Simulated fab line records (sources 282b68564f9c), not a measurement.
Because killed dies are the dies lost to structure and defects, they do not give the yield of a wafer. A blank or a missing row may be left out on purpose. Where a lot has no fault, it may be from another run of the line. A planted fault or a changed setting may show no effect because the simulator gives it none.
The tool behind it: which one? / flow ritCmos / Sampling: 14 lots, 42 wafers, 2 of 202 route steps

WHAT THE GAUGES READ, wafer by wafer
The record holds no reading of a measuring or inspecting step that can be judged against a usual standard deviation.

EACH LOT AND THE TOOL THAT RAN IT (in order: tool; ch and the chambers of the sampled wafers; start)
lot=L136; RIT_PSD_COAT_01=lithoTrack-04 ch 0, day 3 10:00; RIT_M1_PROBE_99=-
lot=L137; RIT_PSD_COAT_01=lithoTrack-02 ch 0, day 3 12:35; RIT_M1_PROBE_99=-
lot=L140; RIT_PSD_COAT_01=lithoTrack-04 ch 0, day 4 06:14; RIT_M1_PROBE_99=prober-02, day 4 15:37
lot=L141; RIT_PSD_COAT_01=lithoTrack-04 ch 0, day 4 10:13; RIT_M1_PROBE_99=-
lot=L142; RIT_PSD_COAT_01=lithoTrack-04 ch 0, day 4 13:48; RIT_M1_PROBE_99=prober-02, day 4 22:57
lot=L143; RIT_PSD_COAT_01=lithoTrack-04 ch 0, day 4 21:50; RIT_M1_PROBE_99=prober-01, day 5 06:55
lot=L144; RIT_PSD_COAT_01=lithoTrack-03 ch 0, day 4 22:58; RIT_M1_PROBE_99=-
lot=L149; RIT_PSD_COAT_01=lithoTrack-04 ch 0, day 5 23:09; RIT_M1_PROBE_99=-
lot=L152; RIT_PSD_COAT_01=lithoTrack-04 ch 0, day 6 19:08; RIT_M1_PROBE_99=-
lot=L153; RIT_PSD_COAT_01=lithoTrack-02 ch 0, day 6 21:37; RIT_M1_PROBE_99=-
lot=L154; RIT_PSD_COAT_01=lithoTrack-02 ch 0, day 6 23:43; RIT_M1_PROBE_99=-
lot=L156; RIT_PSD_COAT_01=lithoTrack-02 ch 0, day 7 14:52; RIT_M1_PROBE_99=-
lot=L157; RIT_PSD_COAT_01=lithoTrack-02 ch 0, day 7 19:07; RIT_M1_PROBE_99=-
lot=L158; RIT_PSD_COAT_01=lithoTrack-03 ch 0, day 7 23:13; RIT_M1_PROBE_99=-
- RIT_PSD_COAT_01: resist thk 1000 nm.
- RIT_M1_PROBE_99

AS READ BY THE TOOLS THEMSELVES (means over the sampled wafers that have a number; for cases with no such wafer, the mark the record gives instead)
RIT_PSD_COAT_01.
lot=L136; tool=lithoTrack-04; spinSpeedRpm (rpm)=3248.0
lot=L137; tool=lithoTrack-02; spinSpeedRpm (rpm)=3250.2
lot=L140; tool=lithoTrack-04; spinSpeedRpm (rpm)=3248.9
lot=L141; tool=lithoTrack-04; spinSpeedRpm (rpm)=3251.3
lot=L142; tool=lithoTrack-04; spinSpeedRpm (rpm)=3250.6
lot=L143; tool=lithoTrack-04; spinSpeedRpm (rpm)=3249.4
lot=L144; tool=lithoTrack-03; spinSpeedRpm (rpm)=3249.0
lot=L149; tool=lithoTrack-04; spinSpeedRpm (rpm)=3943.2
lot=L152; tool=lithoTrack-04; spinSpeedRpm (rpm)=3943.4
lot=L153; tool=lithoTrack-02; spinSpeedRpm (rpm)=3250.1
lot=L154; tool=lithoTrack-02; spinSpeedRpm (rpm)=3251.7
lot=L156; tool=lithoTrack-02; spinSpeedRpm (rpm)=3247.3
lot=L157; tool=lithoTrack-02; spinSpeedRpm (rpm)=3250.8
lot=L158; tool=lithoTrack-03; spinSpeedRpm (rpm)=3252.2

RIT_M1_PROBE_99.
lot=L140 tool=prober-02 killedAtContacts=0.0 killedAtFrontEnd=6 killedDies=6 killedOpen=3.0 killedShort=3.3
lot=L142 tool=prober-02 killedAtContacts=0.0 killedAtFrontEnd=7 killedDies=7 killedOpen=3.7 killedShort=3.0
lot=L143 tool=prober-01 killedAtContacts=0.0 killedAtFrontEnd=5 killedDies=5 killedOpen=3.3 killedShort=1.3

THE ANSWER, worked out from the rows above alone
Rule: the usual values come from the lots themselves. Put in order of their means at a reading, lots are off if they are a third of the lots or fewer, leave a main group of 4 or more, and stand apart from it by a gap of 3 or more times the standard deviation of the main group's means; of several such gaps the widest counts. A main group whose means are all the same, to the digits that the tables above print for the reading, isn't used. A lot without any number at a reading at which 4 lots or more have one is off too. All remaining lots with rows at the step are treated as sound. First the gauges in route order, then the tools' own readings, where a lot's mean is used as printed above. At the first step where some lot is off, the reading lying furthest off is the one used; lots without a number count as furthest.
Off: L149, L152 (RIT_PSD_COAT_01, spinSpeedRpm). Mean 3250.0 rpm and standard deviation 1.4 in the main group.
If a tool, at that step or one of the process steps before it, ran each lot that is off and ran no sound lot following the first of them, it fits. One candidate fits, namely lithoTrack-04 at RIT_PSD_COAT_01. Its last sound lot is L143 (day 4 21:50), its first lot that is off L149 (day 5 23:09): a fault that began between those two fits.
The tool's own readings at RIT_PSD_COAT_01 bear it out: on the lots that are off they differ by more than 5 times the standard deviation of the sound lots' means. spinSpeedRpm reads 3943.3 rpm there against 3250.0 rpm on the sound lots.

WHAT WAS PUT IN BY THE SIMULATOR
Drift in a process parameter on lithoTrack-04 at RIT_PSD_COAT_01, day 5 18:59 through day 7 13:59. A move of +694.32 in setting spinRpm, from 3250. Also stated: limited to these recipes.
Struck lots among those shown: L149, L152. Same finding as the rule above.
